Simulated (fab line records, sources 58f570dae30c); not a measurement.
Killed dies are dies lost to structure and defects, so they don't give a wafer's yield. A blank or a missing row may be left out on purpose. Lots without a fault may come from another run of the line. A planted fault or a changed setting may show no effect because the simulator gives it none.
fab line records | flow berkeley_cmos170
record lots=14 wafers=42 last_day=12
route steps=331 shown GATE@140 PLDD@152 NLDD@167 PSD@181
lots that met no fault: from a run of the same line without faults
start_h: hours from the record's first day to the start of the lot's first wafer shown | wait_h: hours since the lot's step before | " the same as in the row above | L1.1+2: a row that stands for several wafers | - no value, or no start given | * or withheld: withheld | < > ~ a bound
route shown NAME@n: a module of which the file shows steps, and the number in the route of the first | usual: mean/standard deviation of fault-free wafers | same: alike in all rows | chamber/n: place in a boat | sites: the reading at each site | _std_site: their standard deviation | _edge_site: outer sites' mean less inner sites' | radius_mm: how far each site lies from the wafer's centre | mask NAME#n: copy n | behind: the tool/chamber that last shaped the wafer | hold: why the lot was held/for how many hours/how that ended | device: the transistor (n, p or np) that didn't switch | end of line: the same wafers' tests at the end of the route | a step without rows: its recipe alone | killed: dies lost to structure and defects at the first sort, not the wafer's yield | map: a wafer's dies, x killed, . not, _ none there
set.NAME: the setting as run; set.NAME@STEP: as run at that earlier step | model.NAME: the simulator's own value behind a step, which no gauge read
steps of the route over a sample of lots; a table a step, a row a wafer
services: from which hour (start_h, from the record's first day; less than 0 if before it) a tool's chamber was out of use, for how many hours, and why
## steps
# step UCB170_GATE_ETCH_14
# recipe chemistry=N2/H2 target_depth_a=withheld overetch_a=withheld target=BARC time_s=withheld source_w=500 bias_w=100 pressure_mtorr=30 n2_flow_sccm=100 h2_flow_sccm=200
# usual drypump_motor_current_A=5.8/0.35 h2_flow_sccm=199.9/0.55 n2_flow_sccm=100.02/0.3 oes_product_au=0.993/0.016 rf_fwd_power_W=494.8/2.2 throttle_valve_pct=13.36/0.11
# columns lot.wafer tool chamber start_h wait_h drypump_motor_current_A h2_flow_sccm n2_flow_sccm oes_product_au rf_fwd_power_W throttle_valve_pct
L437.1 rie_diel-03 1 139.42 0.0 5.9 200.5 100.08 1.002 495.1 13.51
L437.3 " 3 " " 6.0 198.9 99.92 1.012 493.9 13.14
L437.4 " 2 " " 5.6 199.5 99.97 0.994 489.9 13.27
L440.3 rie_diel-03 3 156.82 0.0 6.0 200.5 99.83 1.002 495.1 13.16
L440.5 " 1 " " 6.0 200.3 100.04 1.001 493.9 13.53
L440.6 " 0 " " 6.1 199.6 100.57 1.018 496.6 13.42
L442.1 rie_diel-01 2 157.28 0.0 6.1 199.8 99.83 0.976 493.3 13.49
L442.3 " 0 " " 6.1 199.6 100.37 0.982 492.3 13.42
L442.4 " 0 " " 6.1 199.7 99.88 0.983 495.1 13.43
L439.2 rie_diel-03 0 157.39 0.0 6.1 198.8 100.06 1.016 497.4 13.40
L439.5 " 2 " " 5.7 200.8 99.37 0.996 491.5 13.27
L439.6 " 3 " " 6.0 199.6 100.56 1.020 495.4 13.15
L441.1 rie_diel-04 2 157.63 0.0 5.2 200.3 100.09 0.981 494.6 13.50
L441.5 " 0 " " 5.7 199.7 99.82 0.981 497.1 13.42
L441.6 " 3 " " 5.0 200.2 99.89 0.976 496.9 13.37
L444.1 rie_diel-03 0 180.25 0.0 6.1 200.5 100.31 1.013 499.1 13.40
L444.5 " 2 " " 5.6 200.7 99.92 0.994 491.5 13.28
L444.6 " 3 " " 6.0 200.3 100.11 1.010 494.5 13.16
L446.3 rie_diel-04 1 180.50 0.0 6.0 199.7 100.17 0.978 497.6 13.24
L446.5 " 3 " " 5.0 199.7 99.98 0.970 497.2 13.37
L446.6 " 2 " " 5.3 199.6 99.88 0.979 493.3 13.48
L449.1 rie_diel-04 3 190.29 0.0 5.0 200.1 100.10 0.965 496.0 13.36
L449.2 " 1 " " 6.0 199.1 99.81 0.982 493.0 13.26
L449.4 " 2 " " 5.2 199.0 100.08 0.981 493.8 13.50
L447.1 rie_diel-03 2 190.74 0.0 5.7 199.5 100.02 1.000 491.2 13.28
L447.3 " 0 " " 6.1 200.5 100.06 1.023 495.5 13.42
L447.6 " 0 " " 6.1 201.1 100.21 1.023 497.5 13.41
L451.1 rie_diel-01 3 211.59 0.0 5.9 200.1 100.40 1.013 496.2 13.31
L451.2 " 0 " " 6.1 199.5 100.37 0.985 494.6 13.42
L451.5 " 3 " " 5.9 200.2 100.07 1.027 495.4 13.31
L454.1 rie_diel-03 1 223.13 0.0 6.0 200.5 99.74 0.995 495.5 13.51
L454.2 " 0 " " 6.0 200.0 100.38 1.020 496.8 13.41
L454.3 " 2 " " 5.7 200.8 99.71 0.983 493.2 13.25
L456.3 rie_diel-04 1 246.94 0.0 6.0 200.0 100.19 0.986 495.8 13.25
L456.4 " 2 " " 5.3 199.2 100.28 0.978 496.0 13.49
L456.5 " 0 " " 5.8 200.8 99.84 0.989 496.0 13.40
L460.2 rie_diel-03 0 255.03 0.0 6.1 201.2 100.56 1.014 495.1 13.42
L460.3 " 3 " " 6.0 199.1 100.06 1.007 497.6 13.17
L460.5 " 2 " " 5.6 200.3 99.74 0.994 492.3 13.29
L458.3 rie_diel-01 2 255.39 0.0 6.1 200.6 100.30 0.984 493.0 13.49
L458.4 " 3 " " 5.9 199.1 100.19 1.026 494.4 13.31
L458.5 " 0 " " 6.0 200.8 100.08 0.984 491.4 13.43
# step UCB170_PLDD_OVL_MEAS_07
# usual PLDD_OVL=-1/5.1
# columns lot.wafer tool chamber start_h wait_h PLDD_OVL[nm]
L437.1 overlay-01 - 143.10 0.1 -8
L437.3 " - " " -7
L437.4 " - " " -7
L440.3 overlay-02 - 158.45 0.1 -7
L440.5 " - " " -5
L440.6 " - " " -9
L442.1 overlay-02 - 158.99 0.1 -4
L442.3 " - " " -1
L442.4 " - " " -7
L439.2 overlay-01 - 159.27 0.1 -3
L439.5 " - " " -4
L439.6 " - " " 4
L441.1 overlay-01 - 159.41 0.1 -8
L441.5 " - " " -5
L441.6 " - " " 2
L444.1 overlay-01 - 182.13 0.1 2
L444.5 " - " " -5
L444.6 " - " " 3
L446.3 overlay-01 - 182.42 0.1 -2
L446.5 " - " " 1
L446.6 " - " " -1
L449.1 overlay-01 - 192.43 0.1 0
L449.2 " - " " 1
L449.4 " - " " 1
L447.1 overlay-01 - 193.43 0.1 0
L447.3 " - " " -4
L447.6 " - " " 8
L451.1 overlay-01 - 213.65 0.1 2
L451.2 " - " " 2
L451.5 " - " " 3
L454.1 overlay-01 - 225.27 0.1 -3
L454.2 " - " " 3
L454.3 " - " " -4
L456.3 overlay-02 - 248.53 0.1 -7
L456.4 " - " " -8
L456.5 " - " " -3
L460.2 overlay-01 - 256.86 0.1 5
L460.3 " - " " 2
L460.5 " - " " 0
L458.3 overlay-01 - 257.83 0.1 -5
L458.4 " - " " -4
L458.5 " - " " -7
# step UCB170_NLDD_IMPLANT_09
# recipe species=As dose_cm2=5e+13 energy_kev=30 tilt_deg=7 rotation_deg=180
# usual dose_ions_cm2=5e+13/5.9e+10 faraday_current_uA=159/3.2
# columns lot.wafer tool chamber start_h wait_h dose_ions_cm2 faraday_current_uA
L437.1 implanter-02 0 146.03 0.1 4.996e+13 162
L437.3 " 0 " " 4.998e+13 158
L437.4 " 0 " " 4.994e+13 155
L440.3 implanter-02 0 160.44 0.1 4.996e+13 157
L440.5 " 0 " " 4.992e+13 155
L440.6 " 0 " " 4.996e+13 154
L442.1 implanter-03 0 161.22 0.1 4.991e+13 158
L442.3 " 0 " " 4.998e+13 161
L442.4 " 0 " " 4.994e+13 162
L439.2 implanter-02 0 161.45 0.1 4.996e+13 162
L439.5 " 0 " " 5.001e+13 156
L439.6 " 0 " " 4.998e+13 166
L441.1 implanter-01 0 161.57 0.1 4.996e+13 159
L441.5 " 0 " " 4.998e+13 155
L441.6 " 0 " " 4.993e+13 159
L444.1 implanter-02 0 184.66 0.1 5.002e+13 157
L444.5 " 0 " " 4.996e+13 154
L444.6 " 0 " " 4.995e+13 161
L446.3 implanter-02 0 185.01 0.1 4.994e+13 161
L446.5 " 0 " " 4.99e+13 154
L446.6 " 0 " " 5.003e+13 160
L449.1 implanter-03 0 196.10 0.1 4.997e+13 158
L449.2 " 0 " " 4.995e+13 165
L449.4 " 0 " " 5.007e+13 155
L447.1 implanter-02 0 196.76 0.1 3.355e+13 104
L447.3 " 0 " " 3.357e+13 107
L447.6 " 0 " " 3.344e+13 108
L451.1 implanter-02 0 216.82 0.1 3.354e+13 106
L451.2 " 0 " " 3.357e+13 105
L451.5 " 0 " " 3.356e+13 106
L454.1 implanter-03 0 227.62 0.1 4.999e+13 158
L454.2 " 0 " " 5e+13 157
L454.3 " 0 " " 5.002e+13 161
L456.3 implanter-03 0 250.63 0.1 5e+13 163
L456.4 " 0 " " 4.997e+13 159
L456.5 " 0 " " 4.996e+13 162
L460.2 implanter-03 0 259.34 0.1 4.998e+13 158
L460.3 " 0 " " 5.01e+13 155
L460.5 " 0 " " 5.001e+13 160
L458.3 implanter-03 0 260.09 0.1 4.991e+13 153
L458.4 " 0 " " 4.998e+13 164
L458.5 " 0 " " 4.992e+13 158
# step UCB170_NLDD_TW_MEAS_11
# usual NLDD_TW=2236/16
# columns lot.wafer tool chamber start_h wait_h NLDD_TW
L437.1 film_metro-04 - 146.28 0.1 2224
L437.3 " - " " 2229
L437.4 " - " " 2229
L440.3 film_metro-03 - 160.66 0.1 2260
L440.5 " - " " 2255
L440.6 " - " " 2258
L442.1 film_metro-03 - 161.47 0.1 2249
L442.3 " - " " 2249
L442.4 " - " " 2263
L439.2 film_metro-01 - 161.68 0.1 2243
L439.5 " - " " 2253
L439.6 " - " " 2253
L441.1 film_metro-01 - 161.82 0.1 2253
L441.5 " - " " 2252
L441.6 " - " " 2254
L444.1 film_metro-01 - 184.91 0.1 2261
L444.5 " - " " 2262
L444.6 " - " " 2251
L446.3 film_metro-04 - 185.23 0.1 2234
L446.5 " - " " 2230
L446.6 " - " " 2228
L449.1 film_metro-01 - 196.35 0.1 2222
L449.2 " - " " 2236
L449.4 " - " " 2242
L447.1 film_metro-04 - 197.01 0.1 2106
L447.3 " - " " 2105
L447.6 " - " " 2115
L451.1 film_metro-04 - 217.07 0.1 2106
L451.2 " - " " 2113
L451.5 " - " " 2116
L454.1 film_metro-01 - 227.92 0.1 2240
L454.2 " - " " 2256
L454.3 " - " " 2250
L456.3 film_metro-01 - 250.85 0.1 2232
L456.4 " - " " 2235
L456.5 " - " " 2226
L460.2 film_metro-04 - 259.58 0.1 2206
L460.3 " - " " 2213
L460.5 " - " " 2221
L458.3 film_metro-04 - 260.31 0.1 2208
L458.4 " - " " 2218
L458.5 " - " " 2210
# step UCB170_PSD_CD_MEAS_06
# recipe target_cd_nm=1200
# usual cd_nm=1200.2/1.4
# columns lot.wafer tool chamber start_h wait_h cd_nm
L437.1 cd_sem-01 - 151.51 - 1198.8
L437.3 " - " " 1200.3
L437.4 " - " " 1200.7
L440.3 cd_sem-02 - 169.67 - 1201.2
L440.5 " - " " 1201.4
L440.6 " - " " 1201.6
L441.1 cd_sem-02 - 170.31 - 1198.3
L441.5 " - " " 1197.5
L441.6 " - " " 1197.8
L442.1 cd_sem-01 - 170.35 - 1200.3
L442.3 " - " " 1200.5
L442.4 " - " " 1199.1
L439.2 cd_sem-01 - 170.60 - 1199.5
L439.5 " - " " 1197.1
L439.6 " - " " 1198.7
L444.1 cd_sem-02 - 194.52 - 1199.8
L444.5 " - " " 1199.8
L444.6 " - " " 1199.9
L446.3 cd_sem-01 - 194.76 - 1202.3
L446.5 " - " " 1201.8
L446.6 " - " " 1202.0
L449.1 cd_sem-02 - 203.95 - 1203.3
L449.2 " - " " 1201.4
L449.4 " - " " 1202.4
L447.1 cd_sem-01 - 204.37 - 1199.6
L447.3 " - " " 1200.2
L447.6 " - " " 1199.4
L451.1 cd_sem-01 - 224.98 - 1200.4
L451.2 " - " " 1201.0
L451.5 " - " " 1200.7
L454.1 cd_sem-02 - 237.59 - 1202.5
L454.2 " - " " 1202.2
L454.3 " - " " 1203.3
L456.3 cd_sem-02 - 258.29 - 1201.8
L456.4 " - " " 1201.3
L456.5 " - " " 1199.5
L460.2 cd_sem-01 - 267.81 - 1198.9
L460.3 " - " " 1199.6
L460.5 " - " " 1197.6
L458.3 cd_sem-02 - 267.95 - 1198.7
L458.4 " - " " 1199.2
L458.5 " - " " 1198.3
# step UCB170_SDANNEAL_RS_MEAS_05
# recipe thk_meas_gauge=four-point-probe
# usual NLDD_RS=616.8/1.4
# columns lot.wafer tool chamber start_h wait_h NLDD_RS[ohm/sq]
L437.1 film_metro-01 - 155.53 0.1 616.6
L437.3 " - " " 616.4
L437.4 " - " " 616.3
L440.3 film_metro-01 - 176.87 0.1 617.2
L440.5 " - " " 616.1
L440.6 " - " " 617.8
L442.1 film_metro-04 - 177.18 0.1 614.2
L442.3 " - " " 615.0
L442.4 " - " " 616.3
L441.1 film_metro-01 - 177.35 0.1 617.6
L441.5 " - " " 616.7
L441.6 " - " " 617.0
L439.2 film_metro-03 - 177.48 0.1 617.2
L439.5 " - " " 616.1
L439.6 " - " " 616.4
L444.1 film_metro-03 - 200.75 0.1 620.0
L444.5 " - " " 618.9
L444.6 " - " " 620.4
L446.3 film_metro-01 - 201.29 0.1 617.3
L446.5 " - " " 617.6
L446.6 " - " " 615.2
L449.1 film_metro-01 - 208.95 0.1 616.7
L449.2 " - " " 615.0
L449.4 " - " " 617.3
L447.1 film_metro-03 - 209.38 0.1 698.5
L447.3 " - " " 699.0
L447.6 " - " " 698.4
L451.1 film_metro-04 - 230.83 0.1 696.0
L451.2 " - " " 692.4
L451.5 " - " " 697.1
L454.1 film_metro-04 - 242.45 0.1 615.9
L454.2 " - " " 615.8
L454.3 " - " " 615.7
L456.3 film_metro-03 - 262.13 0.1 617.1
L456.4 " - " " 619.1
L456.5 " - " " 619.6
L460.2 film_metro-04 - 271.62 0.1 613.3
L460.3 " - " " 614.3
L460.5 " - " " 613.1
L458.3 film_metro-03 - 271.84 0.1 618.2
L458.4 " - " " 616.6
L458.5 " - " " 618.4
## services
# columns tool chamber start_h hours kind
implanter-03 - 130.31 2.4 repair
rie_diel-01 1 136.84 15.6 repair
rie_diel-03 0 138.50 7.1 repair
implanter-03 - 139.18 1.8 repair
rie_diel-01 3 149.00 10.1 repair
rie_diel-01 0 152.72 4.4 repair
implanter-03 - 180.03 6.5 repair
implanter-01 - 194.36 2.3 repair
rie_diel-01 1 195.11 4.2 repair
implanter-02 - 200.52 0.6 repair
implanter-01 - 203.57 4.3 pm
rie_diel-01 1 204.80 - clean
rie_diel-01 1 204.80 18.5 scheduled_down
rie_diel-01 1 204.80 18.5 vent_cycle
rie_diel-01 - 205.18 0.5 repair
rie_diel-03 3 209.12 14.9 repair
rie_diel-03 1 212.44 5.0 repair
rie_diel-03 1 218.18 2.8 repair
rie_diel-04 3 221.93 1.6 repair
rie_diel-04 2 226.37 4.3 repair
implanter-01 - 243.27 18.2 repair
rie_diel-03 1 245.35 - clean
rie_diel-03 1 245.35 19.0 scheduled_down
rie_diel-03 1 245.35 19.0 vent_cycle
## key
first_sign step=UCB170_NLDD_IMPLANT_09 reading=dose_ions_cm2 direction=down sigmas=99+ usual=5e+13 struck=3.354e+13
effect step=UCB170_NLDD_IMPLANT_09 reading=faraday_current_uA direction=down sigmas=16 usual=159 struck=106
effect step=UCB170_NLDD_TW_MEAS_11 reading=NLDD_TW direction=down sigmas=7.7 usual=2236 struck=2110
effect step=UCB170_SDANNEAL_RS_MEAS_05 reading=NLDD_RS direction=up sigmas=57 usual=616.8 struck=696.9
met_at UCB170_NLDD_IMPLANT_09
struck_lots L447,L451
tester_left_out L447,L451
not_acting_at UCB170_GATE_ETCH_14,UCB170_PLDD_OVL_MEAS_07,UCB170_PSD_CD_MEAS_06
onset_between 185.01 196.76
fault kind=process_parameter_drift tool=implanter-02 chamber=- onset_h=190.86 steps=UCB170_NLDD_IMPLANT_09 channel=dose_cm2 offset=-1.65e+13 shape=step end_h=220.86 acts_in=these_recipes_only stated=5e+13
# tester_left_out: of these lots the tester's yield and bins aren't shown, on N5 and GAA mostly nor the transistor test; their killed dies are dies lost to structure and defects alone, not to doping, threshold or leakage, so they don't give the yield
